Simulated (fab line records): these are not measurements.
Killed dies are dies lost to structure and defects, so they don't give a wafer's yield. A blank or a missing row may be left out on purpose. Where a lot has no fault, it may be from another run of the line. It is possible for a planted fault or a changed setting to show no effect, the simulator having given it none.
Comparing a struck lot with a sound one -- flow berkeley-cmos170 -- 15 steps out of a route of 331
Sound: these wafers, L593.2, L593.4, L593.6. The struck wafers were L599.1, L599.2, L599.5. At the end, the cause is stated.
Per side, at each step with rows, come the tool, then ch with its chambers, and then its first start. Under that, the readings that differ: sound wafers -- struck wafers -- difference of the means -- sigmas: that difference in standard deviations of wafers without a fault.
alike: readings with means less than 2 such deviations apart, plus words and numbers identical on both sides. not compared: withheld readings, readings lacking a value on some wafer, bounds such as >300 that could conceal the same value, and numbers that have no deviation in the record and whose values overlap.
A row with sigmas, a row that says differs or no value, or rows on one side alone: a step with any of these is where the two part. Numbers that don't overlap but have no deviation are shown without sigmas and don't part them. A reading missing from all wafers of one side parts the sides only when that side holds two or more wafers.

first, 1 step without rows for these wafers: UCB170_M2_PRE_CLEAN_00 (preclean etch time 60 s).
UCB170_M2_SPUTTER_01: material Al, target thk 900 nm, time 120 s.
  sound on pvd-sputter-01 at day 9 09:43; struck on pvd-sputter-03 at day 10 10:23
  alike: chamber-pressure-pa, throttle-valve-pct
UCB170_M2_RS_MEAS_02: measures by four-point-probe.
  sound on film-metro-03 at day 9 09:49; struck on film-metro-04 at day 10 10:28
reading,sound,struck,difference,sigmas
M2_AL_RS (ohm/sq),0.03153 0.03156 0.03144,0.03222 0.03218 0.03208,+0.00065,+2
UCB170_M2_THK_MEAS_03: measures by xrf.
  sound on film-metro-03 at day 9 09:56; struck on film-metro-04 at day 10 10:35
  alike: M2_AL_THK
then, 3 steps without rows for these wafers: UCB170_M2_HMDS_04 (prime time 60 s); UCB170_M2_COAT_05 (resist thk 900 nm); UCB170_M2_SOFTBAKE_06 (time 60 s).
UCB170_M2_STRIP_07: strips in O2.
  sound on plasma-asher-04 ch 0,1, day 9 10:26; struck on plasma-asher-04 ch 0,1, day 10 11:56
  alike: drypump-motor-current-A, oes-product-au, strip-time-to-endpoint-s
  not compared: rf-hours-counter-h
then, 4 steps without rows for these wafers: UCB170_M2_STRIP_08 (strips KrF in DMSO, time 600 s); UCB170_M2_COAT_09; UCB170_M2_COAT_10 (resist thk 900 nm); UCB170_M2_SOFTBAKE_11 (time 60 s).
UCB170_M2_EXPOSE_12: exposes mask METAL2, target cd 700 nm.
  sound on krf-scanner-01 ch 0, day 9 11:53; struck on krf-scanner-01 ch 0, day 10 12:50
reading,sound,struck,difference,sigmas
model.M2.overlay-x-nm (nm),1.114 1.114 1.114,10.88 10.88 10.88,+9.77,
  alike: mask, focus-offset-nm
then, 2 steps without rows for these wafers: UCB170_M2_PEB_13; UCB170_M3_PROBE_99.

WHERE THEY PART
Only at UCB170_M2_RS_MEAS_02, as far as this record shows. Later steps at which nothing parts them and some readings are alike: UCB170_M2_THK_MEAS_03, UCB170_M2_STRIP_07, UCB170_M2_EXPOSE_12.

WHY: what had been put in by the simulator
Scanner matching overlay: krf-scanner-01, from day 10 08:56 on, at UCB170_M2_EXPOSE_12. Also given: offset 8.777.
